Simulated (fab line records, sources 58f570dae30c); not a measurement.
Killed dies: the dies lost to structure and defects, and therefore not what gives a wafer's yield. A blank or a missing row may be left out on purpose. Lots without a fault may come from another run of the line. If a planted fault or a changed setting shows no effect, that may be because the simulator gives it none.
Which tool was responsible?    flow berkeley_cmos170    Sampling: 24 lots, 72 wafers, 6 of 331 route steps

WHAT THE GAUGES READ, wafer by wafer
UCB170_NWELL_THK_MEAS_02. Usual: NWELL_OXIDE_THK gives 26.4 nm (standard deviation 0.46).
lot   measured     on             NWELL_OXIDE_THK (nm)  flag
L074  day 1 22:08  film_metro-03  26.3 26.5 26.0        
L075  day 2 09:10  film_metro-04  26.6 26.3 26.9        
L076  day 2 09:10  film_metro-02  26.2 26.9 26.4        
L077  day 2 15:59  film_metro-02  26.8 26.1 26.1        
L078  day 2 23:16  film_metro-02  25.8 25.8 25.5        
L079  day 2 23:16  film_metro-03  27.0 26.6 27.1        
L080  day 3 05:10  film_metro-04  26.5 26.8 26.6        
L081  day 3 06:30  film_metro-02  26.3 26.1 26.5        
L082  day 3 19:20  film_metro-02  25.4 26.1 26.0        
L083  day 4 00:34  film_metro-04  26.3 26.0 26.5        
L084  day 4 04:30  film_metro-03  26.7 27.1 26.9        
L085  day 4 11:26  film_metro-02  27.1 27.4 27.5        
L086  day 4 11:26  film_metro-04  26.2 26.2 26.2        
L087  day 4 18:44  film_metro-03  26.1 25.6 25.6        
L088  day 5 00:41  film_metro-02  26.2 25.9 26.7        
L089  day 5 05:36  film_metro-03  25.8 25.4 26.1        
L090  day 5 05:36  film_metro-02  27.2 27.1 27.1        
L091  day 5 09:38  film_metro-02  26.2 26.7 26.3        
L092  day 5 15:04  film_metro-04  26.8 26.8 26.9        
L093  day 5 19:25  film_metro-03  26.5 26.2 26.5        
L094  day 6 04:40  film_metro-02  26.3 26.1 25.9        
L095  day 6 08:56  film_metro-04  25.5 26.0 26.0        
L096  day 6 14:24  film_metro-02  27.0 26.9 26.7        
L097  day 6 19:52  film_metro-02  26.4 26.5 26.8        

UCB170_PWELL_TW_MEAS_17. Usual: PWELL_TW gives 376.7 (standard deviation 1.8).
lot   measured     on             PWELL_TW           flag
L074  day 3 01:35  film_metro-03  376.4 375.8 375.7  
L075  day 3 08:34  film_metro-03  376.8 376.6 374.2  
L076  day 3 09:23  film_metro-03  376.3 377.3 377.9  
L077  day 3 18:28  film_metro-04  379.4 377.7 377.7  
L078  day 4 00:42  film_metro-01  374.6 375.8 376.0  
L079  day 4 00:38  film_metro-03  375.5 376.0 373.7  
L080  day 4 07:49  film_metro-04  376.9 376.8 376.4  
L081  day 4 07:52  film_metro-04  378.3 377.6 376.2  
L082  day 5 02:08  film_metro-01  376.9 378.0 376.3  
L083  day 5 07:04  film_metro-01  376.9 376.1 380.2  
L084  day 5 07:16  film_metro-01  378.0 380.4 378.6  
L085  day 5 10:41  film_metro-03  376.8 377.2 377.3  
L086  day 5 10:26  film_metro-04  375.3 375.8 376.8  
L087  day 5 20:11  film_metro-04  376.4 376.3 375.0  
L088  day 6 05:28  film_metro-04  379.6 380.4 378.2  
L089  day 6 05:16  film_metro-04  381.0 379.3 380.1  
L090  day 6 05:32  film_metro-03  376.1 376.1 376.3  
L091  day 6 10:07  film_metro-01  375.8 373.7 376.6  
L092  day 6 15:29  film_metro-01  376.4 373.0 375.5  
L093  day 6 21:04  film_metro-04  380.5 379.1 376.5  
L094  day 7 04:51  film_metro-01  375.6 375.9 376.8  
L095  day 7 10:36  film_metro-01  373.7 374.5 375.0  
L096  day 7 15:03  film_metro-01  374.1 375.0 374.7  
L097  day 7 22:02  film_metro-04  376.7 375.7 375.8  

UCB170_FIELD_THK_MEAS_90. Usual: FIELD_OXIDE_LEFT_1_THK gives 443 nm (standard deviation 11).
lot   measured     on             FIELD_OXIDE_LEFT_1_THK (nm)  flag
L074  day 5 02:50  film_metro-03  453 445 430                  
L075  day 5 02:50  film_metro-01  452 442 447                  
L076  day 5 02:49  film_metro-04  458 454 455                  
L077  day 5 13:16  film_metro-01  437 436 430                  
L078  day 5 20:07  film_metro-04  449 447 447                  
L079  day 5 20:07  film_metro-03  446 447 445                  
L080  day 6 01:46  film_metro-01  448 438 440                  
L081  day 6 01:45  film_metro-03  457 452 444                  
L082  day 6 18:05  film_metro-03  462 458 468                  
L083  day 7 02:06  film_metro-04  446 445 446                  
L084  day 7 02:05  film_metro-01  437 438 448                  
L085  day 7 02:08  film_metro-03  437 452 434                  
L086  day 7 02:10  film_metro-01  454 439 447                  
L087  day 7 17:34  film_metro-01  453 454 449                  
L088  day 7 23:56  film_metro-01  427 424 412                  
L089  day 7 23:56  film_metro-03  422 435 434                  
L090  day 8 12:32  film_metro-04  443 450 438                  
L091  day 8 12:32  film_metro-03  450 437 440                  
L092  day 8 16:16  film_metro-03  445 445 437                  
L093  day 8 16:19  film_metro-01  420 432 436                  
L094  day 9 03:39  film_metro-03  458 462 458                  
L095  day 9 03:38  film_metro-01  433 453 440                  
L096  day 9 03:39  film_metro-04  446 448 442                  
L097  day 9 17:51  film_metro-04  419 429 427                  

UCB170_FIELD_THK_MEAS_91. Usual: FIELD_OXIDE_LEFT_2_THK gives 355 nm (standard deviation 11).
lot   measured      on             FIELD_OXIDE_LEFT_2_THK (nm)  flag
L074  day 5 18:21   film_metro-03  366 358 343                  
L075  day 5 18:04   film_metro-03  364 354 360                  
L076  day 5 18:19   film_metro-04  369 365 367                  
L077  day 6 04:56   film_metro-01  348 347 340                  
L078  day 6 13:46   film_metro-01  360 358 359                  
L079  day 6 15:08   film_metro-04  358 359 357                  
L080  day 6 20:24   film_metro-03  361 350 352                  
L081  day 6 20:05   film_metro-04  368 363 356                  
L082  day 7 11:21   film_metro-04  375 371 380                  
L083  day 7 17:59   film_metro-01  358 357 358                  
L084  day 7 20:16   film_metro-04  348 350 360                  
L085  day 7 20:02   film_metro-01  348 363 344                  
L086  day 7 20:22   film_metro-03  366 351 359                  
L087  day 8 13:20   film_metro-03  365 366 361                  
L088  day 8 18:06   film_metro-03  340 336 324                  
L089  day 8 18:02   film_metro-04  333 347 346                  
L090  day 9 02:59   film_metro-01  354 362 350                  
L091  day 9 02:59   film_metro-03  362 348 351                  
L092  day 9 06:49   film_metro-01  356 357 348                  
L093  day 9 06:49   film_metro-04  332 344 348                  
L094  day 9 23:31   film_metro-04  370 373 370                  
L095  day 9 23:37   film_metro-03  346 366 353                  
L096  day 10 00:14  film_metro-01  357 359 353                  
L097  day 10 04:47  film_metro-04  332 341 339                  

UCB170_V2_BOW_MEAS_03. Usual: V2_BOW gives 37 um (standard deviation 6.3).
lot   measured      on             V2_BOW (um)  flag
L074  day 7 15:01   film_metro-02  45 38 40     
L075  day 7 15:55   film_metro-01  31 33 37     
L076  day 7 15:38   film_metro-02  30 39 34     
L077  day 8 00:04   film_metro-02  26 12 30     
L078  day 8 09:43   film_metro-01  35 35 37     
L079  day 8 10:04   film_metro-04  39 40 38     
L080  day 8 21:28   film_metro-01  29 35 32     
L081  day 8 19:05   film_metro-02  41 36 40     
L082  day 9 07:17   film_metro-04  35 31 38     
L083  day 9 13:43   film_metro-02  36 45 34     
L084  day 9 12:54   film_metro-04  37 34 36     
L085  day 9 13:14   film_metro-04  41 36 38     
L086  day 9 10:32   film_metro-04  29 45 36     
L087  day 10 12:11  film_metro-04  38 40 34     
L088  day 10 17:34  film_metro-01  40 44 27     
L089  day 10 12:29  film_metro-01  27 35 32     
L090  day 10 22:25  film_metro-01  31 32 28     
L091  day 10 23:06  film_metro-04  31 44 47     
L092  day 11 04:10  film_metro-04  45 47 40     
L093  day 11 04:16  film_metro-01  40 24 29     
L094  day 12 00:44  film_metro-02  37 33 38     
L095  day 12 00:10  film_metro-02  37 37 44     
L096  day 12 00:19  film_metro-01  38 23 32     
L097  day 12 06:48  film_metro-04  52 38 38     

WHICH TOOL RAN EACH LOT (tool, then ch and the chambers of the sampled wafers, then the start)
lot   UCB170_ZERO_STRIP_07
L074  plasma_asher-02 ch 0,1, day 1 18:22
L075  plasma_asher-01 ch 0,1, day 2 01:41
L076  plasma_asher-01 ch 0,1, day 2 07:38
L077  plasma_asher-03 ch 0,1, day 2 13:12
L078  plasma_asher-03 ch 0,1, day 2 17:41
L079  plasma_asher-03 ch 0,1, day 2 20:32
L080  plasma_asher-03 ch 0,1, day 3 02:19
L081  plasma_asher-03 ch 0,1, day 3 04:37
L082  plasma_asher-02 ch 0,1, day 3 14:50
L083  plasma_asher-01 ch 0,1, day 3 18:38
L084  plasma_asher-03 ch 0,1, day 3 23:47
L085  plasma_asher-02 ch 0,1, day 4 06:42
L086  plasma_asher-01 ch 0,1, day 4 06:49
L087  plasma_asher-03 ch 0,1, day 4 12:56
L088  plasma_asher-01 ch 0,1, day 4 20:07
L089  plasma_asher-01 ch 0,1, day 5 01:38
L090  plasma_asher-03 ch 0,1, day 5 01:52
L091  plasma_asher-03 ch 0,1, day 5 07:27
L092  plasma_asher-03 ch 0,1, day 5 11:42
L093  plasma_asher-01 ch 0,1, day 5 16:05
L094  plasma_asher-02 ch 0,1, day 5 23:16
L095  plasma_asher-02 ch 0,1, day 6 04:49
L096  plasma_asher-01 ch 0,1, day 6 09:56
L097  plasma_asher-03 ch 0,1, day 6 17:19
- UCB170_ZERO_STRIP_07: strips in O2.

AS READ BY THE TOOLS THEMSELVES (means over the sampled wafers that have a number; for cases with no such wafer, the mark the record gives instead)
UCB170_ZERO_STRIP_07. Usual: drypump_motor_current_A 5.74 A, standard deviation 0.16; oes_product_au 0.727 a.u., standard deviation 0.0042; strip_time_to_endpoint_s 21.50 s, standard deviation 0.058.
lot   tool             drypump_motor_current_A (A)  oes_product_au (a.u.)  strip_time_to_endpoint_s (s)  flag
L074  plasma_asher-02  5.69                         0.725                  21.46                         
L075  plasma_asher-01  5.85                         0.727                  21.48                         
L076  plasma_asher-01  5.89                         0.727                  21.41                         
L077  plasma_asher-03  5.70                         0.730                  21.52                         
L078  plasma_asher-03  5.59                         0.726                  21.52                         
L079  plasma_asher-03  5.72                         0.729                  21.49                         
L080  plasma_asher-03  5.72                         0.728                  21.57                         
L081  plasma_asher-03  5.59                         0.727                  21.53                         
L082  plasma_asher-02  5.69                         0.729                  21.50                         
L083  plasma_asher-01  5.87                         0.727                  21.49                         
L084  plasma_asher-03  5.59                         0.727                  21.50                         
L085  plasma_asher-02  5.69                         0.728                  21.48                         
L086  plasma_asher-01  5.85                         0.723                  21.64                         
L087  plasma_asher-03  5.73                         0.725                  21.47                         
L088  plasma_asher-01  5.86                         0.726                  21.51                         
L089  plasma_asher-01  5.87                         0.726                  21.46                         
L090  plasma_asher-03  5.74                         0.726                  21.46                         
L091  plasma_asher-03  5.72                         0.731                  21.49                         
L092  plasma_asher-03  5.73                         0.725                  21.58                         
L093  plasma_asher-01  5.88                         0.723                  21.50                         
L094  plasma_asher-02  5.76                         0.722                  21.49                         
L095  plasma_asher-02  5.67                         0.729                  21.52                         
L096  plasma_asher-01  5.85                         0.725                  21.58                         
L097  plasma_asher-03  5.58                         0.727                  21.47                         

THE ANSWER, worked out from the rows above alone
Rule: take the mean of a lot's wafers that have a number; if it is more than 3 standard deviations from the usual mean, the lot is off. Also off: a lot with no number at a reading for which 4 or more lots have one. Where the step has rows for the other lots, those lots are counted as sound. After the gauges, taken in route order, come the tools' own readings; for these a lot's mean is taken, as printed above. The first step at which some lot is off is used, and at that step the reading that is off furthest; a lot without a number counts as furthest.
None of the lots is off at any reading shown; this tells nothing.

WHAT THE SIMULATOR PUT IN
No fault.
